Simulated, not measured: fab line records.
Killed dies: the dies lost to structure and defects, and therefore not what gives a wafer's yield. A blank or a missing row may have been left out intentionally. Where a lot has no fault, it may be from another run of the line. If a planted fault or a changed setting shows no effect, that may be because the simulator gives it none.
fab line records -- flow berkeleyCmos170
[record] lots = 13, wafers = 39, lastDay = 13
route steps=331 shown CONTACT@224 V1@254
lots untouched by any fault: they come from a run of this same line in which no faults occurred
startH: hours from the record's opening day to when the first of the lot's shown wafers began -- waitH: hours elapsed since this lot's preceding step -- " as in the row above -- L1.1+2: one row covering several wafers at once -- - no value present, or no start provided -- * or withheld: withheld -- < > ~ a bound
route shown NAME@n: NAME is a module with steps in the file, n the number in the route of the first one -- usual: mean/standard deviation taken from wafers without a fault -- same: alike in all rows -- chamber/n: place in a boat -- sites: readings site by site -- _std_site: how widely they spread, as a standard deviation -- _edge_site: mean of outer sites minus mean of inner sites -- radiusMm: for every site, how far away it sits from the centre of the wafer -- mask NAME#n: copy n -- behind: the tool/chamber that last shaped the wafer -- hold: cause of the lot's hold/its duration in hours/its outcome -- device: which transistor (n, p or np) failed to switch -- end of line: tests of these same wafers at the route's end -- a step with no rows: only its recipe -- killed: at the first sort, the dies lost to defects and structure; wafer yield is something else -- map: a wafer's dies, x killed, . not, _ none there
set.NAME: the setting the step ran with; set.NAME@STEP: the setting that earlier step ran with -- model.NAME: the simulator's own value behind a step, which no gauge read
route steps across a sampled set of lots; one table per step, one row per wafer
services: when a tool's chamber went out of use (startH, in hours from the record's first day, below 0 if earlier), for how many hours, and the reason
[[steps]]
[step UCB170_CONTACT_RTA_08]
[recipe] tempC = 900, timeS = 10, ambient = N2
[usual] lampPowerPct = 22.7/2, wafer_temp_C_max = 902.2/0.56
[same] timeS = 10
lot.wafer,tool,chamber,startH,waitH,lampPowerPct,wafer_temp_C_max
L850.3,rtpAnneal-01,0,174.38,0.0,24.7,902.7
L850.4,rtpAnneal-01,0,174.38,0.0,24.7,902.7
L850.5,rtpAnneal-01,0,174.38,0.0,24.7,902.4
L851.3,rtpAnneal-02,0,188.41,0.0,20.8,901.4
L851.5,rtpAnneal-02,0,188.41,0.0,20.7,901.4
L851.6,rtpAnneal-02,0,188.41,0.0,20.8,902.9
L852.3,rtpAnneal-01,0,188.41,0.0,24.7,902.3
L852.4,rtpAnneal-01,0,188.41,0.0,24.7,902.0
L852.5,rtpAnneal-01,0,188.41,0.0,24.7,903.2
L855.2,rtpAnneal-02,0,207.64,0.0,20.7,901.8
L855.3,rtpAnneal-02,0,207.64,0.0,20.8,902.8
L855.4,rtpAnneal-02,0,207.64,0.0,20.8,902.3
L856.1,rtpAnneal-01,0,208.40,0.0,24.7,902.4
L856.4,rtpAnneal-01,0,208.40,0.0,24.7,902.3
L856.5,rtpAnneal-01,0,208.40,0.0,24.7,902.5
L854.2,rtpAnneal-02,0,209.51,0.0,20.8,901.8
L854.3,rtpAnneal-02,0,209.51,0.0,20.8,901.2
L854.5,rtpAnneal-02,0,209.51,0.0,20.8,902.2
L853.1,rtpAnneal-01,0,209.94,0.0,24.7,902.0
L853.3,rtpAnneal-01,0,209.94,0.0,24.7,902.5
L853.6,rtpAnneal-01,0,209.94,0.0,24.7,902.5
L859.1,rtpAnneal-02,0,215.50,0.0,20.8,902.0
L859.3,rtpAnneal-02,0,215.50,0.0,20.7,901.8
L859.6,rtpAnneal-02,0,215.50,0.0,20.8,902.2
L860.1,rtpAnneal-01,0,215.71,0.0,24.7,903.4
L860.5,rtpAnneal-01,0,215.71,0.0,24.7,901.6
L860.6,rtpAnneal-01,0,215.71,0.0,24.7,902.0
L864.1,rtpAnneal-01,0,243.90,0.0,24.7,901.8
L864.2,rtpAnneal-01,0,243.90,0.0,24.7,902.4
L864.3,rtpAnneal-01,0,243.90,0.0,24.7,903.1
L865.3,rtpAnneal-02,0,244.76,0.0,20.8,902.7
L865.4,rtpAnneal-02,0,244.76,0.0,20.8,902.3
L865.6,rtpAnneal-02,0,244.76,0.0,20.8,901.6
L871.2,rtpAnneal-01,0,272.49,0.0,24.7,902.1
L871.3,rtpAnneal-01,0,272.49,0.0,24.7,902.6
L871.5,rtpAnneal-01,0,272.49,0.0,24.7,902.5
L873.1,rtpAnneal-01,0,283.80,0.0,24.7,902.8
L873.3,rtpAnneal-01,0,283.80,0.0,24.7,902.4
L873.4,rtpAnneal-01,0,283.80,0.0,24.7,901.8
[step UCB170_CONTACT_CD_MEAS_15]
[recipe] targetCdNm = 700
[usual] cdNm = 699.8/1.5
lot.wafer,tool,chamber,startH,waitH,cdNm
L850.3,cdSem-02,-,175.44,-,699.6
L850.4,cdSem-02,-,175.44,-,698.9
L850.5,cdSem-02,-,175.44,-,698.2
L851.3,cdSem-01,-,190.00,-,700.1
L851.5,cdSem-01,-,190.00,-,700.6
L851.6,cdSem-01,-,190.00,-,698.8
L852.3,cdSem-02,-,190.28,-,701.4
L852.4,cdSem-02,-,190.28,-,701.8
L852.5,cdSem-02,-,190.28,-,702.0
L855.2,cdSem-02,-,208.68,-,698.7
L855.3,cdSem-02,-,208.68,-,700.0
L855.4,cdSem-02,-,208.68,-,699.5
L856.1,cdSem-02,-,209.84,-,697.3
L856.4,cdSem-02,-,209.84,-,697.3
L856.5,cdSem-02,-,209.84,-,697.8
L854.2,cdSem-01,-,211.31,-,699.8
L854.3,cdSem-01,-,211.31,-,699.5
L854.5,cdSem-01,-,211.31,-,700.4
L853.1,cdSem-02,-,212.11,-,702.3
L853.3,cdSem-02,-,212.11,-,701.4
L853.6,cdSem-02,-,212.11,-,702.2
L859.1,cdSem-02,-,216.54,-,699.9
L859.3,cdSem-02,-,216.54,-,700.8
L859.6,cdSem-02,-,216.54,-,699.6
L860.1,cdSem-01,-,216.65,-,702.6
L860.5,cdSem-01,-,216.65,-,699.8
L860.6,cdSem-01,-,216.65,-,701.7
L864.1,cdSem-01,-,246.29,-,698.7
L864.2,cdSem-01,-,246.29,-,697.9
L864.3,cdSem-01,-,246.29,-,700.0
L865.3,cdSem-01,-,246.67,-,688.9
L865.4,cdSem-01,-,246.67,-,689.9
L865.6,cdSem-01,-,246.67,-,690.0
L871.2,cdSem-02,-,273.44,-,697.8
L871.3,cdSem-02,-,273.44,-,697.3
L871.5,cdSem-02,-,273.44,-,696.9
L873.1,cdSem-02,-,284.83,-,699.5
L873.3,cdSem-02,-,284.83,-,700.4
L873.4,cdSem-02,-,284.83,-,699.2
[step UCB170_V1_CVD_00]
[recipe] material = SiO2, targetThkNm = 2000, tempC = 390, precursor = TEOS/O2, timeS = 250, rfW = 550, pressureMtorr = 9000
[usual] heaterPowerW = 252/53, pressureMtorr = 9002/18
[same] timeS = 250
lot.wafer,tool,chamber,startH,waitH,heaterPowerW,pressureMtorr
L850.3,pecvd-04,1,179.41,0.0,203,8983
L850.4,pecvd-04,2,179.41,0.0,208,9019
L850.5,pecvd-04,0,179.41,0.0,261,9037
L851.3,pecvd-02,1,194.49,0.0,214,8984
L851.5,pecvd-02,2,194.49,0.0,338,9007
L851.6,pecvd-02,0,194.49,0.0,262,9009
L852.3,pecvd-04,0,195.83,0.0,363,8983
L852.4,pecvd-04,1,195.83,0.0,195,9017
L852.5,pecvd-04,2,195.83,0.0,210,9012
L855.2,pecvd-02,1,213.40,0.0,170,8994
L855.3,pecvd-02,2,213.40,0.0,330,8978
L855.4,pecvd-02,0,213.40,0.0,184,8970
L856.1,pecvd-04,1,214.73,0.0,284,8984
L856.4,pecvd-04,2,214.73,0.0,292,9000
L856.5,pecvd-04,0,214.73,0.0,344,8971
L854.2,pecvd-03,2,216.07,0.0,203,8980
L854.3,pecvd-03,1,216.07,0.0,326,9022
L854.5,pecvd-03,0,216.07,0.0,213,9004
L853.1,pecvd-04,0,217.40,0.0,355,9017
L853.3,pecvd-04,2,217.40,0.0,294,8987
L853.6,pecvd-04,0,217.40,0.0,264,8996
L859.1,pecvd-02,2,220.75,0.0,251,9034
L859.3,pecvd-02,1,220.75,0.0,203,8990
L859.6,pecvd-02,1,220.75,0.0,150,8996
L860.1,pecvd-04,0,222.08,0.0,359,9014
L860.5,pecvd-04,2,222.08,0.0,206,8999
L860.6,pecvd-04,0,222.08,0.0,262,8999
L864.1,pecvd-02,1,250.57,0.0,196,8997
L864.2,pecvd-02,2,250.57,0.0,309,8997
L864.3,pecvd-02,0,250.57,0.0,219,9019
L865.3,pecvd-04,2,251.98,0.1,292,9008
L865.4,pecvd-04,0,251.98,0.1,263,8964
L865.6,pecvd-04,2,251.98,0.1,207,8994
L871.2,pecvd-04,1,277.68,0.0,272,9015
L871.3,pecvd-04,2,277.68,0.0,276,9008
L871.5,pecvd-04,0,277.68,0.0,367,8998
L873.1,pecvd-04,1,288.66,0.0,276,8989
L873.3,pecvd-04,0,288.66,0.0,333,8997
L873.4,pecvd-04,0,288.66,0.0,257,9020
[step UCB170_V1_THK_MEAS_04]
[recipe] reads = SiO2_of_V1_CVD_00
[usual] V1_POLISHED_THK = 1000.3/1.3
lot.wafer,tool,chamber,startH,waitH,V1_POLISHED_THK[nm]
L850.3,filmMetro-03,-,180.07,0.1,999.1
L850.4,filmMetro-03,-,180.07,0.1,998.1
L850.5,filmMetro-03,-,180.07,0.1,999.1
L851.3,filmMetro-03,-,195.15,0.1,1001.6
L851.5,filmMetro-03,-,195.15,0.1,999.8
L851.6,filmMetro-03,-,195.15,0.1,1002.3
L852.3,filmMetro-03,-,196.48,0.1,1001.8
L852.4,filmMetro-03,-,196.48,0.1,1003.3
L852.5,filmMetro-03,-,196.48,0.1,1002.9
L855.2,filmMetro-01,-,214.05,0.1,999.4
L855.3,filmMetro-01,-,214.05,0.1,999.8
L855.4,filmMetro-01,-,214.05,0.1,1000.7
L856.1,filmMetro-01,-,215.37,0.1,1000.5
L856.4,filmMetro-01,-,215.37,0.1,1001.8
L856.5,filmMetro-01,-,215.37,0.1,1000.2
L854.2,filmMetro-01,-,216.71,0.1,1000.2
L854.3,filmMetro-01,-,216.71,0.1,999.6
L854.5,filmMetro-01,-,216.71,0.1,1000.5
L853.1,filmMetro-01,-,218.04,0.1,1000.5
L853.3,filmMetro-01,-,218.04,0.1,1001.2
L853.6,filmMetro-01,-,218.04,0.1,1000.8
L859.1,filmMetro-03,-,221.38,0.1,1001.7
L859.3,filmMetro-03,-,221.38,0.1,999.2
L859.6,filmMetro-03,-,221.38,0.1,1001.8
L860.1,filmMetro-04,-,222.71,0.1,1000.0
L860.5,filmMetro-04,-,222.71,0.1,999.8
L860.6,filmMetro-04,-,222.71,0.1,999.4
L864.1,filmMetro-03,-,251.21,0.1,1001.0
L864.2,filmMetro-03,-,251.21,0.1,1000.5
L864.3,filmMetro-03,-,251.21,0.1,999.8
L865.3,filmMetro-01,-,252.64,0.1,1001.8
L865.4,filmMetro-01,-,252.64,0.1,1000.4
L865.6,filmMetro-01,-,252.64,0.1,1001.7
L871.2,filmMetro-04,-,278.32,0.1,1000.2
L871.3,filmMetro-04,-,278.32,0.1,1000.5
L871.5,filmMetro-04,-,278.32,0.1,999.2
L873.1,filmMetro-01,-,289.29,0.1,999.0
L873.3,filmMetro-01,-,289.29,0.1,999.4
L873.4,filmMetro-01,-,289.29,0.1,998.4
[step UCB170_V1_ETCH_14]
[recipe] chemistry = CHF3/CF4/Ar, target = SiO2, stopOn = Al, CHF3_flow_sccm = 45, cf4FlowSccm = 15, Ar_flow_sccm = 150, pressureMtorr = 200, rfW = 700, targetDepthA = 12500, overEtchFrac = 0.25, timeS = 283.1
[usual] drypumpMotorCurrentA = 5.8/0.42, oesProductAu = 0.889/0.012, throttleValvePct = 6.95/0.12
[same] timeS = 283.1
lot.wafer,tool,chamber,startH,waitH,drypumpMotorCurrentA,oesProductAu,rfHoursCounterH,throttleValvePct
L850.3,rieDiel-03,2,181.42,0.0,5.8,0.894,81,7.10
L850.4,rieDiel-03,0,181.42,0.0,5.6,0.891,130,6.92
L850.5,rieDiel-03,1,181.42,0.0,5.6,0.893,-,7.06
L851.3,rieDiel-04,3,196.49,0.0,5.9,0.882,4,6.87
L851.5,rieDiel-04,1,196.49,0.0,6.3,0.872,-,6.80
L851.6,rieDiel-04,0,196.49,0.0,5.7,0.879,-,6.75
L852.3,rieDiel-02,3,197.70,0.0,6.0,0.877,64,7.01
L852.4,rieDiel-02,2,197.70,0.0,5.5,0.877,142,6.98
L852.5,rieDiel-02,1,197.70,0.0,5.6,0.899,-,6.84
L855.2,rieDiel-03,1,215.27,0.0,5.6,0.881,4,7.05
L855.3,rieDiel-03,3,215.27,0.0,6.5,0.894,12,7.05
L855.4,rieDiel-03,0,215.27,0.0,5.6,0.903,131,6.91
L856.1,rieDiel-04,0,218.77,0.0,5.7,0.890,7,6.73
L856.4,rieDiel-04,2,218.77,0.0,5.0,0.889,92,6.96
L856.5,rieDiel-04,0,218.77,0.0,5.7,0.893,-,6.73
L854.2,rieDiel-04,0,218.95,0.0,5.7,0.896,7,6.74
L854.3,rieDiel-04,3,218.95,0.0,6.0,0.870,6,6.88
L854.5,rieDiel-04,1,218.95,0.0,6.3,0.866,-,6.80
L853.1,rieDiel-03,0,220.03,0.0,5.6,0.897,132,6.89
L853.3,rieDiel-03,2,220.03,0.0,5.8,0.891,82,7.09
L853.6,rieDiel-03,3,220.03,0.0,6.4,0.890,-,7.04
L859.1,rieDiel-04,1,223.51,0.0,6.3,0.861,42,6.81
L859.3,rieDiel-04,0,223.51,0.0,5.7,0.874,7,6.73
L859.6,rieDiel-04,3,223.51,0.0,5.9,0.875,-,6.86
L860.1,rieDiel-04,2,224.51,0.0,4.9,0.906,92,6.95
L860.5,rieDiel-04,3,224.51,0.0,6.0,0.873,-,6.88
L860.6,rieDiel-04,2,224.51,0.0,4.9,0.896,-,6.96
L864.1,rieDiel-02,1,254.34,0.0,5.5,0.907,125,6.84
L864.2,rieDiel-02,0,254.34,0.0,6.3,0.874,104,7.10
L864.3,rieDiel-02,2,254.34,0.0,5.5,0.910,1,7.00
L865.3,rieDiel-02,2,255.07,0.0,5.5,0.901,1,7.00
L865.4,rieDiel-02,0,255.07,0.0,6.2,0.896,104,7.10
L865.6,rieDiel-02,3,255.07,0.0,6.1,0.870,-,7.03
L871.2,rieDiel-04,1,280.44,0.0,6.3,0.869,45,6.80
L871.3,rieDiel-04,2,280.44,0.0,4.9,0.902,96,6.96
L871.5,rieDiel-04,0,280.44,0.0,5.7,0.880,-,6.74
L873.1,rieDiel-03,1,290.53,0.0,5.6,0.887,8,7.04
L873.3,rieDiel-03,2,290.53,0.0,5.8,0.896,86,7.10
L873.4,rieDiel-03,1,290.53,0.0,5.6,0.887,-,7.07
[[services]]
tool,chamber,startH,hours,kind
pecvd-03,1,154.32,5.5,repair
pecvd-03,-,160.48,0.7,repair
pecvd-04,0,180.66,6.7,repair
rieDiel-04,2,196.98,9.6,repair
rieDiel-02,2,201.89,-,clean
rieDiel-02,2,201.89,18.5,scheduledDown
rieDiel-02,2,201.89,18.5,ventCycle
rieDiel-02,1,202.82,1.7,repair
rieDiel-02,3,232.13,1.5,repair
pecvd-03,0,239.29,8.6,repair
pecvd-04,1,248.68,3.6,repair
rieDiel-03,-,252.30,4.3,pm
rieDiel-03,0,279.20,-,clean
rieDiel-03,0,279.20,19.4,scheduledDown
rieDiel-03,0,279.20,19.4,ventCycle
rieDiel-02,1,287.98,-,clean
[[key]]
[firstSign] step = UCB170_CONTACT_CD_MEAS_15, reading = cdNm, direction = down, sigmas = 6.8, usual = 699.8, struck = 689.6, through = controlLoop
effect none on later readings
metAt UCB170_CONTACT_RTA_08
struckLots L865
testerLeftOut L865
[loopTrim] step = UCB170_CONTACT_EXPOSE_12, setting = dose, lots = L865
notActingAt UCB170_V1_CVD_00,UCB170_V1_THK_MEAS_04,UCB170_V1_ETCH_14
onsetBetween 215.50 244.76
[fault] kind = processParameterDrift, tool = rtpAnneal-02, chamber = -, onsetH = 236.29, steps = UCB170_CONTACT_RTA_08, channel = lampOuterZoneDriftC, offset = 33, shape = step, endH = 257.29
// testerLeftOut: of these lots the tester's yield and bins aren't shown, on N5 and GAA mostly nor the transistor test; their killed dies are dies lost to structure and defects alone, not to doping, threshold or leakage, so they don't give the yield
// loopTrim: a control loop set the setting to another value than it would have without faults
